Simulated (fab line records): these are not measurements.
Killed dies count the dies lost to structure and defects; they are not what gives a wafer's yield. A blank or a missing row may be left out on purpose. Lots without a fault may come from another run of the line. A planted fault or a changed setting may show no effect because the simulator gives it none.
One fault through the eyes of 2 desks / flow ritCmos / each desk holds nothing but its own numbers, with what lay behind them at the end

AT THE METROLOGY DESK
Lot by lot, what the gauges showed, no matter which tool ran the lot: averages of those sampled wafers that carry a number. Marked OUT: a lot whose mean sits more than 4 standard deviations from the usual mean, which makes it out of limits; the brackets give that distance.
Columns: A = GATE_OXIDE_THK at RIT_GATE_THK_MEAS_07, usual 3.01 nm; B = PLDD_TW at RIT_PLDD_TW_MEAS_10, usual 2354; C = PLDD_RS at RIT_SDANNEAL_RS_MEAS_06, usual 178.8 ohm/sq; D = cdNm at RIT_CONTACT_CD_MEAS_08, usual 999.7 nm
lot=L572; first seen here=day 2 14:43; A=3.04; B=2371; C=178.7; D=1002.9
lot=L573; first seen here=day 2 16:35; A=2.97; B=2336; C=179.4; D=1000.2
lot=L574; first seen here=day 2 21:00; A=2.99; B=2336; C=178.6; D=999.7
lot=L575; first seen here=day 3 07:47; A=3.01; B=2336; C=177.9; D=1001.2
lot=L576; first seen here=day 3 10:25; A=3.01; B=2340; C=179.1; D=1005.2
lot=L577; first seen here=day 3 14:40; A=2.96; B=2358; C=178.6; D=996.6
lot=L578; first seen here=day 3 23:46; A=3.02; B=2361; C=178.7; D=997.4
lot=L582; first seen here=day 4 15:29; A=3.08; B=2344; C=179.0; D=998.5
lot=L587; first seen here=day 5 21:36; A=3.03; B=2330; C=178.5; D=1001.8
lot=L588; first seen here=day 6 00:41; A=3.01; B=2668 (+16) OUT; C=157.6 (-44) OUT; D=998.3
lot=L589; first seen here=day 6 12:24; A=2.87; B=2623 (+13) OUT; C=157.7 (-44) OUT; D=998.8
lot=L590; first seen here=day 6 18:31; A=2.93; B=2355; C=178.4; D=1001.0
lot=L593; first seen here=day 7 12:01; A=2.96; B=2368; C=179.1; D=999.1
lot=L594; first seen here=day 7 17:26; A=2.95; B=2337; C=179.0; D=1001.9
Finding of this desk: L588, L589 out of limits, first seen on L588 at day 6 11:49 (PLDD_TW at RIT_PLDD_TW_MEAS_10). L572, L573, L574, L575, L576, L577, L578, L582, L587, L590, L593, L594: within limits.

DESK OF THE TOOL OWNER: implanter-04
The tool's own readings at RIT_PLDD_IMPLANT_08: means of the sampled wafers that have a number, for each lot that ran on this tool. Marked OUT: a lot whose mean sits more than 4 standard deviations from the usual mean, which makes it out of limits; the brackets give that distance.
Columns: A = doseIonsCm2 at RIT_PLDD_IMPLANT_08, usual 8.999e+14; B = endStationPressureTorr at RIT_PLDD_IMPLANT_08, usual 7.2e-06 Torr; C = faradayCurrentUA at RIT_PLDD_IMPLANT_08, usual 2831
lot=L576; first seen here=day 3 20:55; A=9.000e+14; B=7.3e-06; C=2808
lot=L577; first seen here=day 4 02:16; A=9.003e+14; B=7.3e-06; C=2784
lot=L588; first seen here=day 6 11:29; A=1.441e+15 (+99 or more) OUT; B=8.5e-06; C=4588 (+33) OUT
lot=L589; first seen here=day 7 01:41; A=1.439e+15 (+99 or more) OUT; B=8.9e-06 (+4.8) OUT; C=4533 (+32) OUT
This desk's finding: out of limits on L588, L589; first on L588, day 6 11:29 (doseIonsCm2 at RIT_PLDD_IMPLANT_08). L576, L577: within limits.

TAKEN TOGETHER
At day 6 11:29, on L588, L589, the tool owner's desk was in a position to raise an alarm.
On L588, L589, the metrology desk was in a position to raise an alarm at day 6 11:49.
Every lot named ran RIT_PLDD_IMPLANT_08 on implanter-04.

WHAT THE SIMULATOR HAD PUT IN
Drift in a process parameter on implanter-04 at RIT_PLDD_IMPLANT_08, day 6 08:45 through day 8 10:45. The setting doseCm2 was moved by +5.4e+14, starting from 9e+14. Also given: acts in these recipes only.
Struck lots among those shown: L588, L589.
Hours from the fault's start to each desk's first reading out of limits: the tool owner's desk, 3; the metrology desk, 3.
